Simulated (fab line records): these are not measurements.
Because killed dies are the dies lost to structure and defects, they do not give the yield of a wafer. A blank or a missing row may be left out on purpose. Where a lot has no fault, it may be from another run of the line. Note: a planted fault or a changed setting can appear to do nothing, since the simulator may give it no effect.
A lot that was struck, set against a sound lot -- flow rit-cmos -- 20 out of 202 route steps
Sound: the wafers L714.1, L714.2, L714.4. Wafers struck: L711.3, L711.4, L711.5. At the end, the cause is stated.
Each step with rows lists, per side, the tool, then ch with its chambers, then its first start. Under that, the readings that differ: sound wafers -- struck wafers -- difference of the means -- sigmas: that difference in standard deviations of wafers without a fault.
alike: readings with means less than 2 such deviations apart, plus words and numbers identical on both sides. not compared: withheld readings, readings lacking a value on some wafer, bounds such as >300 that could conceal the same value, and numbers that have no deviation in the record and whose values overlap.
The two part at a step that has a row with sigmas, a row that says differs or no value, or rows on one side only. Numbers that don't overlap but have no deviation are shown without sigmas and don't part them. A reading that every wafer of one side lacks parts them only if that side has two wafers or more.

RIT_ACTIVE_BOW_MEAS_00:
  sound on film-metro-02, day 4 13:05; struck on film-metro-03, day 3 22:02
  alike: INCOMING_BOW
then, 1 step without rows for these wafers: RIT_ACTIVE_OXIDATION_01 (target thk 46.8 nm, ox time 3360 s).
RIT_ACTIVE_THK_MEAS_02:
  sound on film-metro-01, day 4 16:14; struck on film-metro-01, day 4 00:52
  alike: ACTIVE_OXIDE_THK
RIT_ACTIVE_CVD_03: deposits Si3N4 from SiH2Cl2/NH3, target thk 150 nm, time 1527 s.
  sound on lpcvd-02 ch 1, day 4 16:18; struck on lpcvd-01 ch 0, day 4 00:55
reading,sound,struck,difference,sigmas
spike-tc-centre-C (C),810.4 813.0 814.2,860.7 857.6 857.6,+46.1,+33
spike-tc-load-C (C),834.2 835.0 835.3,879.1 879.7 881.7,+45.3,+35
spike-tc-source-C (C),826 825 828,881 879 880,+54,+16
model.Si3N4_of_ACTIVE_CVD_03.thk-nm (nm),152.5 154 153.8,256.5 256.5 255.5,+102.7,
RIT_ACTIVE_THK_MEAS_04:
  sound on film-metro-01, day 4 18:26; struck on film-metro-02, day 4 02:21
reading,sound,struck,difference,sigmas
ACTIVE_NITRIDE_THK (nm),152.7 154.1 153.8,256.5 256.6 255.3,+102.6,+93
then, 6 steps without rows for these wafers: RIT_ACTIVE_HMDS_05 (prime time 60 s); RIT_ACTIVE_COAT_06 (resist thk 1000 nm); RIT_ACTIVE_SOFTBAKE_07 (time 60 s); RIT_ACTIVE_EXPOSE_08 (exposes mask M1, target cd 1400 nm); RIT_ACTIVE_PEB_09; RIT_ACTIVE_DEVELOP_10 (develop time 50 s).
RIT_ACTIVE_CD_MEAS_11: target cd 1400 nm.
  sound on cd-sem-01, day 4 19:32; struck on cd-sem-02, day 4 03:17
  alike: cd-nm
then, 1 step without rows for these wafers: RIT_ACTIVE_HARDBAKE_12 (time 60 s).
RIT_ACTIVE_ETCH_13: etches Si3N4 in SF6, stops on SiO2, time 210 s, target depth 210 nm.
  sound on rie-diel-03 ch 0,2,3, day 4 19:48; struck on rie-diel-01 ch 0,3, day 4 03:31
reading,sound,struck,difference,sigmas
drypump-motor-current-A (A),6.4 6.0 5.9,5.2 5.4 5.3,-0.8,-2
oes-product-au (a.u.),0.831 0.830 0.819,0.996 0.974 0.995,+0.162,+15
model.etch.depth-nm (nm),152.5 154 153.8,200.4 205.9 200.1,+48.7,
model.ACTIVE.feature-depth-nm (nm),152.5 154 153.8,200.4 205.9 200.1,+48.7,
  alike: chamber-pressure-mTorr, throttle-valve-pct
  not compared: rf-hours-counter-h
RIT_ACTIVE_STRIP_14: strips in O2, time 180 s.
  sound on plasma-asher-04 ch 0,1, day 4 19:56; struck on plasma-asher-04 ch 0,1, day 4 03:42
  alike: chamber-pressure-mTorr, drypump-motor-current-A, o2-flow-sccm
  not compared: rf-hours-counter-h
RIT_ACTIVE_CD_MEAS_90: target cd 1400 nm.
  sound on cd-sem-02, day 4 20:07; struck on cd-sem-02, day 4 03:52
  alike: cd-nm
then, 1 step without rows for these wafers: RIT_ACTIVE_CLEAN_15 (cleans in SC1, time 600 s).
RIT_ACTIVE_CLEAN_16: cleans in dHF, time 30 s.
  sound on wet-bench-02 ch 1, day 4 20:25; struck on wet-bench-01 ch 3, day 4 04:08
reading,sound,struck,difference,sigmas
model.Si3N4_of_ACTIVE_CVD_03.thk-nm (nm),151.7 153.1 152.9,255.6 255.7 254.7,+102.8,
then, 1 step without rows for these wafers: RIT_ACTIVE_CLEAN_17 (cleans in SC2, time 600 s).
RIT_M1_PROBE_99:
  sound on prober-01, day 6 22:04; struck on prober-02, day 5 23:47
reading,sound,struck,difference,sigmas
killed-at-front-end,10 11 10,264 264 263,+253,+84
killed-dies,10 11 10,264 264 264,+254,+85
killed-on-rim,2 2 1,70 70 70,+68,+57
  alike: killed-at-contacts, killed-open, killed-short

## WHERE THEY PART
Last at RIT_M1_PROBE_99 as far as this record goes, first at RIT_ACTIVE_CVD_03.

WHY: what the simulator had put in
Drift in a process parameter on lpcvd-01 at RIT_ACTIVE_CVD_03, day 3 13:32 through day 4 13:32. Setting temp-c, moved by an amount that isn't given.
